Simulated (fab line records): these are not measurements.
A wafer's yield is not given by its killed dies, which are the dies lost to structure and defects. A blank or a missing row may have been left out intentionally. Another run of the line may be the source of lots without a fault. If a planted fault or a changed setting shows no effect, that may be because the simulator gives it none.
fab line records -- flow berkeleyCmos170
record: lots: 14, wafers: 42, lastDay: 13
route steps=331 shown SPACER@171
lots with no fault: from the same line, run without faults
startH: start of the lot's first displayed wafer, in hours after the record's first day -- waitH: time in hours since the lot's previous step -- " repeats the value in the row above -- L1.1+2: several wafers, shown together as one row -- - no value, or no start was given -- * or withheld: withheld -- < > ~ a bound
route shown NAME@n: a module of which the file shows steps, and the number in the route of the first -- usual: mean and standard deviation over wafers with no fault -- same: alike in all rows -- chamber/n: place in a boat -- sites: each site's reading -- _std_site: their standard deviation -- _edge_site: the outer-site mean with the inner-site mean subtracted -- radiusMm: for every site, how far away it sits from the centre of the wafer -- mask NAME#n: copy n -- behind: tool/chamber where the wafer was last shaped -- hold: why the lot was held/for how many hours/how that ended -- device: the n, p or np transistor that did not switch -- end of line: at the end of the route, the tests of the same wafers -- for a step that has no rows: nothing shown but its recipe -- killed: the dies lost at the first sort to structure and to defects; this is not the yield of the wafer -- map: dies across one wafer; x = killed, . = not, _ = none there
set.NAME: the setting the step ran with; set.NAME@STEP: the setting that earlier step ran with -- model.NAME: the simulator's own value behind a step, which no gauge read
the route's steps for a sample of lots (tables are steps, rows are wafers)
services: when a tool's chamber went out of use (startH, in hours from the record's first day, below 0 if earlier), for how many hours, and the reason
== steps ==
step: UCB170_SPACER_CVD_00
recipe: material: SiO2, targetThkNm: 376, tempC: 390, precursor: TEOS/O2, timeS: 47, rfW: 550, pressureMtorr: 9000
usual: heaterPowerW: 289/48, runLengthS: 75.1/0.68
lot.wafer,tool,chamber,startH,waitH,heaterPowerW,runLengthS
L554.3,pecvd-03,2,152.62,0.0,226,73.5
L554.5,pecvd-03,1,152.62,0.0,286,75.7
L554.6,pecvd-03,2,152.62,0.0,244,74.5
L553.1,pecvd-01,2,152.89,0.0,353,75.5
L553.2,pecvd-01,1,152.89,0.0,322,74.7
L553.5,pecvd-01,1,152.89,0.0,338,75.0
L555.2,pecvd-02,2,158.95,0.0,321,74.8
L555.3,pecvd-02,0,158.95,0.0,245,74.7
L555.6,pecvd-02,1,158.95,0.0,193,75.1
L559.1,pecvd-02,2,180.20,0.0,302,74.9
L559.3,pecvd-02,1,180.20,0.0,199,75.2
L559.5,pecvd-02,0,180.20,0.0,165,74.4
L564.3,pecvd-02,2,195.00,0.0,317,74.7
L564.5,pecvd-02,0,195.00,0.0,231,74.6
L564.6,pecvd-02,1,195.00,0.0,269,75.5
L562.2,pecvd-01,2,195.68,0.0,290,75.7
L562.3,pecvd-01,0,195.68,0.0,291,75.0
L562.5,pecvd-01,2,195.68,0.0,317,76.1
L561.1,pecvd-02,1,195.94,0.0,223,75.2
L561.3,pecvd-02,0,195.94,0.0,231,70.0
L561.4,pecvd-02,1,195.94,0.0,238,75.4
L565.2,pecvd-01,2,202.71,0.0,322,76.0
L565.4,pecvd-01,1,202.71,0.0,320,74.0
L565.6,pecvd-01,0,202.71,0.0,232,74.9
L566.1,pecvd-02,1,202.89,0.0,275,75.9
L566.3,pecvd-02,0,202.89,0.0,252,69.9
L566.4,pecvd-02,2,202.89,0.0,323,74.5
L567.2,pecvd-01,1,218.75,0.0,302,74.4
L567.3,pecvd-01,0,218.75,0.0,284,75.3
L567.5,pecvd-01,1,218.75,0.0,313,74.2
L570.1,pecvd-03,1,229.34,0.0,248,75.5
L570.3,pecvd-03,2,229.34,0.0,293,74.1
L570.6,pecvd-03,2,229.34,0.0,307,73.9
L572.1,pecvd-01,0,229.64,0.0,327,75.0
L572.2,pecvd-01,2,229.64,0.0,347,75.7
L572.3,pecvd-01,1,229.64,0.0,297,74.8
L574.3,pecvd-01,2,253.52,0.0,307,75.4
L574.5,pecvd-01,1,253.52,0.0,315,73.9
L574.6,pecvd-01,0,253.52,0.0,306,74.9
L576.1,pecvd-03,0,266.43,0.0,379,75.8
L576.3,pecvd-03,1,266.43,0.0,299,75.4
L576.4,pecvd-03,0,266.43,0.0,287,76.2
step: UCB170_SPACER_THK_MEAS_01
recipe: reads: SiO2_of_SPACER_CVD_00
usual: SPACER_TEOS_THK: 376/6
lot.wafer,tool,chamber,startH,waitH,SPACER_TEOS_THK[nm]
L554.3,filmMetro-01,-,152.68,0.0,374
L554.5,filmMetro-01,-,152.68,0.0,374
L554.6,filmMetro-01,-,152.68,0.0,379
L553.1,filmMetro-04,-,152.93,0.0,375
L553.2,filmMetro-04,-,152.93,0.0,377
L553.5,filmMetro-04,-,152.93,0.0,379
L555.2,filmMetro-02,-,159.00,0.0,372
L555.3,filmMetro-02,-,159.00,0.0,363
L555.6,filmMetro-02,-,159.00,0.0,380
L559.1,filmMetro-02,-,180.24,0.0,374
L559.3,filmMetro-02,-,180.24,0.0,379
L559.5,filmMetro-02,-,180.24,0.0,369
L564.3,filmMetro-01,-,195.07,0.0,379
L564.5,filmMetro-01,-,195.07,0.0,373
L564.6,filmMetro-01,-,195.07,0.0,390
L562.2,filmMetro-02,-,195.73,0.0,375
L562.3,filmMetro-02,-,195.73,0.0,378
L562.5,filmMetro-02,-,195.73,0.0,384
L561.1,filmMetro-01,-,195.98,0.0,384
L561.3,filmMetro-01,-,195.98,0.0,328
L561.4,filmMetro-01,-,195.98,0.0,392
L565.2,filmMetro-04,-,202.76,0.0,374
L565.4,filmMetro-04,-,202.76,0.0,380
L565.6,filmMetro-04,-,202.76,0.0,378
L566.1,filmMetro-01,-,202.93,0.0,381
L566.3,filmMetro-01,-,202.93,0.0,330
L566.4,filmMetro-01,-,202.93,0.0,381
L567.2,filmMetro-04,-,218.80,0.0,373
L567.3,filmMetro-04,-,218.80,0.0,375
L567.5,filmMetro-04,-,218.80,0.0,379
L570.1,filmMetro-02,-,229.39,0.0,371
L570.3,filmMetro-02,-,229.39,0.0,377
L570.6,filmMetro-02,-,229.39,0.0,384
L572.1,filmMetro-01,-,229.69,0.0,383
L572.2,filmMetro-01,-,229.69,0.0,377
L572.3,filmMetro-01,-,229.69,0.0,376
L574.3,filmMetro-01,-,253.58,0.0,371
L574.5,filmMetro-01,-,253.58,0.0,375
L574.6,filmMetro-01,-,253.58,0.0,381
L576.1,filmMetro-02,-,266.47,0.0,367
L576.3,filmMetro-02,-,266.47,0.0,365
L576.4,filmMetro-02,-,266.47,0.0,376
step: UCB170_SPACER_ETCHBACK_03
recipe: stopOn: Si, target: SiO2, chemistry: CHF3/CF4/Ar, CHF3_flow_sccm: 50, cf4FlowSccm: 10, Ar_flow_sccm: 120, pressureMtorr: 200, rfW: 500, targetDepthA: 3760, timeS: 100
usual: drypumpMotorCurrentA: 5.7/0.31, oesProductAu: 0.904/0.015, throttleValvePct: 6.45/0.14
lot.wafer,tool,chamber,startH,waitH,drypumpMotorCurrentA,oesProductAu,rfHoursCounterH,throttleValvePct
L554.3,rieDiel-02,0,156.77,0.0,5.2,0.914,80,6.44
L554.5,rieDiel-02,0,156.77,0.0,5.2,0.915,-,6.43
L554.6,rieDiel-02,3,156.77,0.0,5.4,0.928,-,6.66
L553.1,rieDiel-04,3,156.85,0.1,5.7,0.894,6,6.63
L553.2,rieDiel-04,1,156.85,0.1,5.7,0.903,27,6.43
L553.5,rieDiel-04,2,156.85,0.1,5.4,0.920,-,6.33
L555.2,rieDiel-03,0,163.27,0.0,6.4,0.889,111,6.63
L555.3,rieDiel-03,1,163.27,0.0,5.7,0.873,121,6.50
L555.6,rieDiel-03,1,163.27,0.0,5.7,0.905,-,6.50
L559.1,rieDiel-02,1,185.12,0.0,5.8,0.888,102,6.26
L559.3,rieDiel-02,3,185.12,0.0,5.4,0.926,5,6.66
L559.5,rieDiel-02,3,185.12,0.0,5.4,0.909,-,6.66
L562.2,rieDiel-04,3,199.62,0.0,5.7,0.899,9,6.64
L562.3,rieDiel-04,0,199.62,0.0,5.9,0.890,26,6.28
L562.5,rieDiel-04,3,199.62,0.0,5.7,0.909,-,6.62
L564.3,rieDiel-02,3,199.62,0.0,5.4,0.922,5,6.67
L564.5,rieDiel-02,2,199.62,0.0,5.6,0.886,-,6.39
L564.6,rieDiel-02,3,199.62,0.0,5.4,0.944,-,6.65
L561.1,rieDiel-02,0,199.70,0.1,5.2,0.924,82,6.43
L561.3,rieDiel-02,3,199.70,0.1,5.5,0.832,6,6.65
L561.4,rieDiel-02,2,199.70,0.1,5.6,0.924,-,6.38
L565.2,rieDiel-04,0,208.99,0.0,5.9,0.889,27,6.25
L565.4,rieDiel-04,2,208.99,0.0,5.4,0.927,100,6.33
L565.6,rieDiel-04,2,208.99,0.0,5.4,0.921,-,6.33
L566.1,rieDiel-03,3,208.99,0.0,5.9,0.910,111,6.56
L566.3,rieDiel-03,0,208.99,0.0,6.4,0.821,113,6.61
L566.4,rieDiel-03,2,208.99,0.0,6.2,0.913,111,6.25
L567.2,rieDiel-02,1,224.12,0.0,5.8,0.884,103,6.27
L567.3,rieDiel-02,0,224.12,0.0,5.2,0.907,83,6.42
L567.5,rieDiel-02,0,224.12,0.0,5.2,0.917,-,6.42
L570.1,rieDiel-02,1,235.89,0.0,5.8,0.883,103,6.27
L570.3,rieDiel-02,2,235.89,0.0,5.6,0.895,39,6.39
L570.6,rieDiel-02,2,235.89,0.0,5.6,0.907,-,6.39
L572.1,rieDiel-03,1,235.97,0.1,5.7,0.910,125,6.48
L572.2,rieDiel-03,2,235.97,0.1,6.2,0.908,113,6.25
L572.3,rieDiel-03,0,235.97,0.1,6.4,0.899,115,6.61
L574.3,rieDiel-02,2,258.60,0.0,5.6,0.885,40,6.37
L574.5,rieDiel-02,3,258.60,0.0,5.4,0.922,-,6.67
L574.6,rieDiel-02,0,258.60,0.0,5.2,0.918,-,6.42
L576.1,rieDiel-04,3,272.93,0.0,5.7,0.881,12,6.63
L576.3,rieDiel-04,1,272.93,0.0,5.7,0.879,33,6.44
L576.4,rieDiel-04,2,272.93,0.0,5.4,0.918,103,6.33
== services ==
tool,chamber,startH,hours,kind
pecvd-01,-,135.50,14.0,pm
pecvd-01,0,135.50,14.0,ventCycle
pecvd-01,1,135.50,14.0,ventCycle
pecvd-01,2,135.50,14.0,ventCycle
pecvd-01,0,149.50,-,clean
pecvd-01,1,149.50,-,clean
pecvd-01,2,149.50,-,clean
rieDiel-03,1,153.53,7.9,repair
rieDiel-03,2,161.19,4.4,repair
rieDiel-03,0,177.68,6.7,repair
rieDiel-02,0,184.24,3.6,repair
rieDiel-02,1,186.46,15.6,repair
pecvd-03,-,203.30,0.6,repair
rieDiel-03,-,208.42,0.4,repair
pecvd-03,-,209.23,6.0,pm
pecvd-02,2,230.06,20.3,repair
pecvd-03,-,242.50,14.0,pm
pecvd-03,0,242.50,14.0,ventCycle
pecvd-03,1,242.50,14.0,ventCycle
pecvd-03,2,242.50,14.0,ventCycle
rieDiel-03,-,247.09,2.8,pm
rieDiel-04,0,247.51,1.5,repair
pecvd-02,-,261.58,6.0,pm
pecvd-02,-,268.20,0.6,repair
== key ==
firstSign: step: UCB170_SPACER_CVD_00, reading: runLengthS, direction: down, sigmas: 7.5, usual: *, struck: *
effect: step: UCB170_SPACER_THK_MEAS_01, reading: SPACER_TEOS_THK, direction: down, sigmas: 7.8, usual: 376, struck: 329
effect: step: UCB170_SPACER_ETCHBACK_03, reading: oesProductAu, direction: down, sigmas: 5.2, usual: 0.904, struck: 0.827
metAt UCB170_SPACER_CVD_00
struckLots L561,L566
struckWafers L561.3,L566.3
testerLeftOut L561,L566
onsetBetween 195.00 195.94
fault: kind: processParameterDrift, tool: pecvd-02, chamber: 0, onsetH: 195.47, steps: UCB170_SPACER_CVD_00, channel: timeS, offset: *, shape: step, endH: 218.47, actsIn: *, stated: *
testerLeftOut: of these lots the tester's yield and bins aren't shown, on N5 and GAA mostly nor the transistor test; their killed dies are dies lost to structure and defects alone, not to doping, threshold or leakage, so they don't give the yield
